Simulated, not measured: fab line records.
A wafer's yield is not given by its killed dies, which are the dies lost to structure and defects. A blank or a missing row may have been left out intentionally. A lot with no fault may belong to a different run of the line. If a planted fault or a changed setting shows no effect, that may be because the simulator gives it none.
fab line records	flow berkeley_cmos170
record lots=14	wafers=42	last_day=12
route steps=331 shown NVT@111 PLDD@156 CONTACT@235 M1@240
lots with no fault: from the same line, run without faults
start_h: the number of hours between the record's first day and the start of the first shown wafer of the lot	wait_h: time in hours since the lot's previous step	" repeats the value in the row above	L1.1+2: a row that stands for several wafers	- value missing, or start not given	* or withheld: withheld	< > ~ a bound
route shown NAME@n: names a module that has steps shown in the file, with the first one's number in the route	usual: average and standard deviation across the fault-free wafers	same: alike in all rows	chamber/n: place in a boat	sites: the reading at each site	_std_site: their standard deviation	_edge_site: inner sites' mean taken away from outer sites' mean	radius_mm: for every site, how far away it sits from the centre of the wafer	mask NAME#n: copy n	behind: the last tool/chamber to shape the wafer	hold: why the lot was held/for how many hours/how that ended	device: the transistor (n, p or np) that didn't switch	end of line: at the end of the route, the tests of the same wafers	step lacking rows: just its recipe	killed: dies that structure and defects cost at the first sort, which is not the same as the wafer's yield	map: shows each die of a wafer: x if killed, . if not, _ if none is there
set.NAME: the setting the step ran with; set.NAME@STEP: the setting that earlier step ran with	model.NAME: the simulator's own value behind a step, which no gauge read
steps of the route over a sample of lots; a table a step, a row a wafer
services: when a tool's chamber went out of use (start_h, in hours from the record's first day, below 0 if earlier), for how many hours, and the reason
## steps
# step UCB170_NVT_IMPLANT_07
# recipe species=BF2	dose_cm2=3e+12	energy_kev=50	tilt_deg=7
# usual beam_on_s=10.00/0.19	dose_ions_cm2=3e+12/3.1e+09	faraday_current_uA=9.52/0.18
lot.wafer	tool	chamber	start_h	wait_h	beam_on_s	dose_ions_cm2	faraday_current_uA
L995.1	implanter-02	0	120.85	0.0	9.90	2.996e+12	9.60
L995.2	"	0	"	"	9.85	2.997e+12	9.67
L995.3	"	0	"	"	9.89	3.003e+12	9.62
L997.2	implanter-03	0	138.99	0.0	10.21	3.002e+12	9.30
L997.3	"	0	"	"	9.93	3.002e+12	9.59
L997.5	"	0	"	"	9.95	3.001e+12	9.54
L998.3	implanter-02	0	139.12	0.1	9.60	2.998e+12	9.90
L998.4	"	0	"	"	10.24	3e+12	9.29
L998.6	"	0	"	"	9.89	2.997e+12	9.59
L999.3	implanter-03	0	145.62	0.1	9.74	2.998e+12	9.78
L999.5	"	0	"	"	10.04	3e+12	9.48
L999.6	"	0	"	"	10.14	3.001e+12	9.40
L100.1	implanter-02	0	146.19	0.0	9.78	2.998e+12	9.76
L100.5	"	0	"	"	9.93	2.999e+12	9.57
L100.6	"	0	"	"	9.78	2.996e+12	9.74
L103.4	implanter-04	0	165.21	0.1	10.30	3.006e+12	9.21
L103.5	"	0	"	"	9.47	3.006e+12	10.03
L103.6	"	0	"	"	9.77	3e+12	9.75
L101.1	implanter-04	0	165.60	0.0	9.77	2.996e+12	9.70
L101.4	"	0	"	"	10.55	2.999e+12	9.01
L101.6	"	0	"	"	9.97	2.997e+12	9.54
L105.1	implanter-02	0	171.94	0.0	9.98	2.339e+12	7.44
L105.2	"	0	"	"	10.00	2.343e+12	7.41
L105.3	"	0	"	"	10.10	2.346e+12	7.33
L106.3	implanter-03	0	172.27	0.1	10.08	2.996e+12	9.44
L106.4	"	0	"	"	9.96	3e+12	9.53
L106.5	"	0	"	"	9.82	3e+12	9.67
L107.4	implanter-02	0	172.54	0.1	9.90	2.347e+12	7.50
L107.5	"	0	"	"	10.12	2.343e+12	7.36
L107.6	"	0	"	"	10.16	2.344e+12	7.33
L108.2	implanter-03	0	194.17	0.0	9.74	2.999e+12	9.78
L108.3	"	0	"	"	9.87	2.999e+12	9.61
L108.6	"	0	"	"	10.21	2.996e+12	9.34
L112.2	implanter-03	0	205.63	0.0	9.66	3.001e+12	9.87
L112.4	"	0	"	"	9.68	2.996e+12	9.82
L112.5	"	0	"	"	10.26	2.995e+12	9.29
L118.4	implanter-04	0	229.68	0.1	10.20	3.004e+12	9.34
L118.5	"	0	"	"	10.26	2.999e+12	9.26
L118.6	"	0	"	"	10.30	2.995e+12	9.24
L117.1	implanter-03	0	229.85	0.0	9.81	3e+12	9.68
L117.4	"	0	"	"	9.97	2.996e+12	9.53
L117.5	"	0	"	"	9.92	2.999e+12	9.59
# step UCB170_NVT_TW_MEAS_09
# usual NVT_TW=526/5.6
lot.wafer	tool	chamber	start_h	wait_h	NVT_TW
L995.1	film_metro-02	-	121.10	0.1	525
L995.2	"	-	"	"	526
L995.3	"	-	"	"	528
L997.2	film_metro-02	-	139.22	0.1	527
L997.3	"	-	"	"	527
L997.5	"	-	"	"	528
L998.3	film_metro-02	-	139.34	0.1	529
L998.4	"	-	"	"	528
L998.6	"	-	"	"	528
L999.3	film_metro-01	-	145.87	0.1	528
L999.5	"	-	"	"	533
L999.6	"	-	"	"	529
L100.1	film_metro-01	-	146.44	0.1	527
L100.5	"	-	"	"	528
L100.6	"	-	"	"	526
L103.4	film_metro-01	-	165.41	0.1	530
L103.5	"	-	"	"	532
L103.6	"	-	"	"	531
L101.1	film_metro-01	-	165.85	0.1	528
L101.4	"	-	"	"	531
L101.6	"	-	"	"	532
L105.1	film_metro-02	-	172.19	0.1	489
L105.2	"	-	"	"	488
L105.3	"	-	"	"	490
L106.3	film_metro-01	-	172.49	0.1	532
L106.4	"	-	"	"	533
L106.5	"	-	"	"	526
L107.4	film_metro-02	-	172.74	0.1	488
L107.5	"	-	"	"	488
L107.6	"	-	"	"	488
L108.2	film_metro-01	-	194.40	0.1	528
L108.3	"	-	"	"	526
L108.6	"	-	"	"	528
L112.2	film_metro-01	-	205.87	0.1	525
L112.4	"	-	"	"	525
L112.5	"	-	"	"	527
L118.4	film_metro-03	-	229.89	0.1	513
L118.5	"	-	"	"	516
L118.6	"	-	"	"	514
L117.1	film_metro-02	-	230.10	0.1	530
L117.4	"	-	"	"	529
L117.5	"	-	"	"	534
# step UCB170_PLDD_TW_MEAS_11
# usual PLDD_TW=1007/12
lot.wafer	tool	chamber	start_h	wait_h	PLDD_TW
L995.1	film_metro-01	-	137.27	0.1	1010
L995.2	"	-	"	"	1008
L995.3	"	-	"	"	1016
L998.3	film_metro-03	-	160.95	0.1	995
L998.4	"	-	"	"	997
L998.6	"	-	"	"	1001
L997.2	film_metro-01	-	161.10	0.1	1013
L997.3	"	-	"	"	1021
L997.5	"	-	"	"	1018
L999.3	film_metro-04	-	165.02	0.1	995
L999.5	"	-	"	"	1001
L999.6	"	-	"	"	1000
L100.1	film_metro-04	-	165.43	0.1	996
L100.5	"	-	"	"	1003
L100.6	"	-	"	"	1005
L103.4	film_metro-01	-	186.95	0.1	1021
L103.5	"	-	"	"	1016
L103.6	"	-	"	"	1025
L101.1	film_metro-03	-	188.32	0.1	993
L101.4	"	-	"	"	1000
L101.6	"	-	"	"	997
L105.1	film_metro-03	-	192.08	0.1	996
L105.2	"	-	"	"	993
L105.3	"	-	"	"	989
L106.3	film_metro-01	-	192.53	0.1	1016
L106.4	"	-	"	"	1015
L106.5	"	-	"	"	1012
L107.4	film_metro-04	-	192.78	0.1	1007
L107.5	"	-	"	"	999
L107.6	"	-	"	"	997
L108.2	film_metro-01	-	217.00	0.1	1026
L108.3	"	-	"	"	1020
L108.6	"	-	"	"	1029
L112.2	film_metro-01	-	223.21	0.1	1022
L112.4	"	-	"	"	1027
L112.5	"	-	"	"	1021
L117.1	film_metro-03	-	252.67	0.1	995
L117.4	"	-	"	"	996
L117.5	"	-	"	"	996
L118.4	film_metro-01	-	252.76	0.1	1020
L118.5	"	-	"	"	1021
L118.6	"	-	"	"	1020
# step UCB170_CONTACT_STRIP_19
# recipe chemistry=O2	power_w=400	pressure_mtorr=3500	platen_temp_c=withheld	o2_flow_sccm=400	overash_fraction=0.5
# usual drypump_motor_current_A=5.7/0.7	oes_product_au=0.725/0.0044
lot.wafer	tool	chamber	start_h	wait_h	drypump_motor_current_A	oes_product_au	rf_hours_counter_h
L995.1	plasma_asher-01	0	156.07	-	6.5	0.725	5
L995.2	"	1	"	"	5.1	0.727	5
L995.3	"	1	"	"	5.1	0.726	-
L998.3	plasma_asher-01	0	178.83	-	6.4	0.724	-
L998.4	"	1	"	"	5.1	0.729	-
L998.6	"	0	"	"	6.5	0.726	-
L997.2	plasma_asher-04	1	179.04	-	6.6	0.733	42
L997.3	"	0	"	"	5.1	0.724	-
L997.5	"	0	"	"	5.1	0.726	-
L999.3	plasma_asher-01	1	186.11	-	5.1	0.731	-
L999.5	"	1	"	"	5.1	0.725	-
L999.6	"	0	"	"	6.5	0.718	-
L100.1	plasma_asher-01	0	186.56	-	6.4	0.717	8
L100.5	"	0	"	"	6.5	0.727	-
L100.6	"	1	"	"	5.1	0.721	-
L103.4	plasma_asher-04	0	206.20	-	5.1	0.718	-
L103.5	"	0	"	"	5.1	0.722	-
L103.6	"	1	"	"	6.6	0.734	-
L101.1	plasma_asher-01	0	207.46	-	6.4	0.720	10
L101.4	"	0	"	"	6.4	0.728	-
L101.6	"	0	"	"	6.4	0.724	-
L105.1	plasma_asher-03	1	208.76	-	6.1	0.724	51
L105.2	"	0	"	"	4.9	0.719	51
L105.3	"	0	"	"	4.9	0.725	-
L106.3	plasma_asher-03	0	210.58	-	4.9	0.725	-
L106.4	"	1	"	"	6.0	0.725	-
L106.5	"	1	"	"	6.0	0.726	-
L107.4	plasma_asher-01	0	210.70	-	6.5	0.721	-
L107.5	"	0	"	"	6.5	0.731	-
L107.6	"	1	"	"	5.1	0.725	-
L108.2	plasma_asher-01	0	237.80	-	6.5	0.728	13
L108.3	"	0	"	"	6.5	0.720	-
L108.6	"	1	"	"	5.1	0.733	-
L112.2	plasma_asher-01	1	244.56	-	5.1	0.726	14
L112.4	"	1	"	"	5.1	0.731	-
L112.5	"	0	"	"	6.4	0.728	-
L117.1	plasma_asher-04	0	270.22	-	5.1	0.716	52
L117.4	"	0	"	"	5.1	0.729	-
L117.5	"	0	"	"	5.1	0.724	-
L118.4	plasma_asher-04	1	274.13	-	6.6	0.723	-
L118.5	"	1	"	"	6.6	0.722	-
L118.6	"	0	"	"	5.1	0.730	-
# step UCB170_M1_THK_MEAS_02
# recipe thk_meas_gauge=xrf	reads=Al_of_M1_SPUTTER_00
# usual M1_AL_THK=602/7.5
lot.wafer	tool	chamber	start_h	wait_h	M1_AL_THK[nm]
L995.1	film_metro-03	-	156.65	0.1	601
L995.2	"	-	"	"	596
L995.3	"	-	"	"	605
L998.3	film_metro-04	-	179.41	0.1	619
L998.4	"	-	"	"	613
L998.6	"	-	"	"	614
L997.2	film_metro-03	-	179.64	0.1	599
L997.3	"	-	"	"	603
L997.5	"	-	"	"	603
L999.3	film_metro-04	-	186.67	0.1	611
L999.5	"	-	"	"	609
L999.6	"	-	"	"	617
L100.1	film_metro-03	-	187.14	0.1	599
L100.5	"	-	"	"	607
L100.6	"	-	"	"	601
L103.4	film_metro-01	-	206.78	0.1	596
L103.5	"	-	"	"	597
L103.6	"	-	"	"	610
L101.1	film_metro-01	-	208.04	0.1	603
L101.4	"	-	"	"	611
L101.6	"	-	"	"	603
L105.1	film_metro-04	-	209.35	0.1	590
L105.2	"	-	"	"	600
L105.3	"	-	"	"	600
L106.3	film_metro-03	-	214.59	0.1	598
L106.4	"	-	"	"	594
L106.5	"	-	"	"	607
L107.4	film_metro-01	-	214.66	0.1	603
L107.5	"	-	"	"	587
L107.6	"	-	"	"	595
L108.2	film_metro-03	-	238.39	0.1	602
L108.3	"	-	"	"	597
L108.6	"	-	"	"	609
L112.2	film_metro-04	-	245.14	0.1	606
L112.4	"	-	"	"	609
L112.5	"	-	"	"	611
L117.1	film_metro-04	-	270.81	0.1	603
L117.4	"	-	"	"	609
L117.5	"	-	"	"	604
L118.4	film_metro-03	-	274.83	0.1	597
L118.5	"	-	"	"	606
L118.6	"	-	"	"	604
## services
tool	chamber	start_h	hours	kind
plasma_asher-01	-	99.59	0.6	repair
implanter-03	-	100.28	1.0	repair
implanter-04	-	106.58	1.5	repair
plasma_asher-01	-	108.75	9.0	pm
plasma_asher-01	0	108.75	9.0	vent_cycle
plasma_asher-01	1	108.75	9.0	vent_cycle
plasma_asher-01	0	117.75	-	clean
plasma_asher-01	1	117.75	-	clean
plasma_asher-03	-	123.03	1.1	repair
implanter-03	-	212.52	3.9	pm
plasma_asher-01	-	219.53	4.8	repair
implanter-02	-	238.13	5.5	pm
implanter-04	-	238.79	2.3	repair
implanter-02	-	243.59	3.2	pm
plasma_asher-03	-	273.42	2.8	pm
## key
first_sign step=UCB170_NVT_IMPLANT_07	reading=dose_ions_cm2	direction=down	sigmas=99+	usual=3e+12	struck=2.343e+12
effect step=UCB170_NVT_IMPLANT_07	reading=faraday_current_uA	direction=down	sigmas=12	usual=9.52	struck=7.40
effect step=UCB170_NVT_TW_MEAS_09	reading=NVT_TW	direction=down	sigmas=6.7	usual=526	struck=489
met_at UCB170_NVT_IMPLANT_07
struck_lots L105,L107
sort_left_out L105.1,L105.2,L105.3
tester_left_out L105,L107
not_acting_at UCB170_PLDD_TW_MEAS_11,UCB170_CONTACT_STRIP_19,UCB170_M1_THK_MEAS_02
onset_between 146.19 171.94
fault kind=process_parameter_drift	tool=implanter-02	chamber=-	onset_h=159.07	steps=UCB170_NVT_IMPLANT_07	channel=dose_cm2	offset=-6.6e+11	shape=step	end_h=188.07	acts_in=these_recipes_only	stated=3e+12
# tester_left_out: of these lots the tester's yield and bins aren't shown, on N5 and GAA mostly nor the transistor test; their killed dies are dies lost to structure and defects alone, not to doping, threshold or leakage, so they don't give the yield
# sort_left_out: the simulated sort isn't trusted on such a fault, so these wafers' sort isn't shown, and their yield isn't known
